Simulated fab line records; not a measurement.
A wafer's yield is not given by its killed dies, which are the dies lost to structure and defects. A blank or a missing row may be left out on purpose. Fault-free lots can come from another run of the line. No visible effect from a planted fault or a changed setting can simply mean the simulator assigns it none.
Which of the tools did it? ; flow ritCmos ; Sampling: 13 lots, 39 wafers, 3 of 202 route steps

## WHAT THE GAUGES READ, wafer by wafer
RIT_SILICIDE_RS_MEAS_02: uses a four-point probe to measure. Usual: SILICIDE_TI_RS typically reads 47.8 ohm/sq, with standard deviation 0.61.
lot;measured;on;SILICIDE_TI_RS (ohm/sq);flag
L177;day 3 05:59;filmMetro-01;48.1 48.1 48.0;
L178;day 3 11:35;filmMetro-02;47.0 47.5 46.6;
L179;day 3 13:31;filmMetro-02;47.3 47.8 47.6;
L180;day 3 17:49;filmMetro-02;48.4 47.1 47.9;
L181;day 4 00:59;filmMetro-01;46.9 47.4 46.7;
L182;day 4 07:44;filmMetro-01;47.7 48.0 47.6;
L185;day 4 22:55;filmMetro-01;48.0 47.3 47.7;
L186;day 5 06:25;filmMetro-02;32.4 46.2 47.5;OFF
L189;day 5 19:14;filmMetro-01;47.8 47.8 47.1;
L193;day 6 13:08;filmMetro-01;48.2 47.9 47.7;
L195;day 6 22:25;filmMetro-01;48.7 49.0 47.9;
L197;day 7 10:09;filmMetro-02;48.1 48.9 47.3;
L199;day 7 18:14;filmMetro-01;47.6 48.2 48.1;

RIT_SILICIDE_THK_MEAS_03: measures by xrf. Usual: SILICIDE_TI_THK typically reads 29.79 nm, with standard deviation 0.3.
lot;measured;on;SILICIDE_TI_THK (nm);flag
L177;day 3 06:06;filmMetro-01;29.71 29.57 29.81;
L178;day 3 11:42;filmMetro-02;30.08 29.79 30.28;
L179;day 3 13:38;filmMetro-02;30.06 29.70 29.75;
L180;day 3 17:55;filmMetro-02;29.59 30.07 29.78;
L181;day 4 01:06;filmMetro-01;30.35 30.00 30.39;
L182;day 4 07:51;filmMetro-01;29.74 29.72 29.72;
L185;day 4 23:02;filmMetro-01;29.71 29.98 29.75;
L186;day 5 06:31;filmMetro-02;40.77 30.73 29.91;OFF
L189;day 5 19:19;filmMetro-01;29.67 29.73 30.09;
L193;day 6 13:15;filmMetro-01;29.55 29.63 29.77;
L195;day 6 22:32;filmMetro-01;29.33 29.27 29.67;
L197;day 7 10:16;filmMetro-02;29.52 29.30 29.93;
L199;day 7 18:21;filmMetro-01;29.95 29.73 29.67;

## TOOL THAT RAN EACH LOT (tool first, then ch and the chambers of the sampled wafers, then the start)
lot;RIT_SILICIDE_SPUTTER_01
L177;pvdSputter-02, day 3 05:49
L178;pvdSputter-04, day 3 11:25
L179;pvdSputter-02, day 3 13:22
L180;pvdSputter-04, day 3 17:38
L181;pvdSputter-02, day 4 00:50
L182;pvdSputter-04, day 4 07:34
L185;pvdSputter-02, day 4 22:46
L186;pvdSputter-04, day 5 06:14
L189;pvdSputter-02, day 5 19:01
L193;pvdSputter-02, day 6 12:59
L195;pvdSputter-02, day 6 22:16
L197;pvdSputter-02, day 7 10:00
L199;pvdSputter-02, day 7 18:05
- RIT_SILICIDE_SPUTTER_01: material Ti, target thk 30 nm, time 240 s.

## WHAT THE TOOLS THEMSELVES READ (means of the sampled wafers that have a number; where no wafer has one, the mark that the record gives instead)
RIT_SILICIDE_SPUTTER_01. Usual: chamberPressurePa 0.6669 Pa, standard deviation 0.0012; throttleValvePct 30.0 %, standard deviation 1.1.
lot;tool;chamberPressurePa (Pa);throttleValvePct (%);flag
L177;pvdSputter-02;0.6679;29.7;
L178;pvdSputter-04;0.6666;28.4;
L179;pvdSputter-02;0.6681;30.4;
L180;pvdSputter-04;0.6658;29.2;
L181;pvdSputter-02;0.6671;31.0;
L182;pvdSputter-04;0.6669;28.4;
L185;pvdSputter-02;0.6681;30.3;
L186;pvdSputter-04;0.6662;29.2;
L189;pvdSputter-02;0.6658;30.8;
L193;pvdSputter-02;0.6671;30.1;
L195;pvdSputter-02;0.6668;30.2;
L197;pvdSputter-02;0.6672;31.2;
L199;pvdSputter-02;0.6682;30.9;

## THE ANSWER, worked out from the rows above alone
Rule: take the mean of a lot's wafers that have a number; if it is more than 3 standard deviations from the usual mean, the lot is off. A lot without any number at a reading at which 4 lots or more have one is off too. Any other lot the step has rows for is counted as sound. The gauges are gone through in route order, then the tools' own readings, and for those a lot's mean is taken as printed above. At the first step where some lot is off, the reading lying furthest off is the one used; lots without a number count as furthest.
Off: L186, at RIT_SILICIDE_RS_MEAS_02 (SILICIDE_TI_RS).
A tool fits if, at a process step before that reading, it ran every lot that is off, and no sound lot after the first of them. The gauges at RIT_SILICIDE_RS_MEAS_02 are tried like those tools. One candidate fits, namely pvdSputter-04 at RIT_SILICIDE_SPUTTER_01. Its last sound lot is L182 (day 4 07:34), its first lot that is off L186 (day 5 06:14): a fault that began between those two fits.

## WHAT WAS PUT IN BY THE SIMULATOR
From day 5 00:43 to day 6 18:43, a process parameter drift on pvdSputter-04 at RIT_SILICIDE_SPUTTER_01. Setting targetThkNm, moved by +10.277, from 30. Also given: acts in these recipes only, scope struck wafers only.
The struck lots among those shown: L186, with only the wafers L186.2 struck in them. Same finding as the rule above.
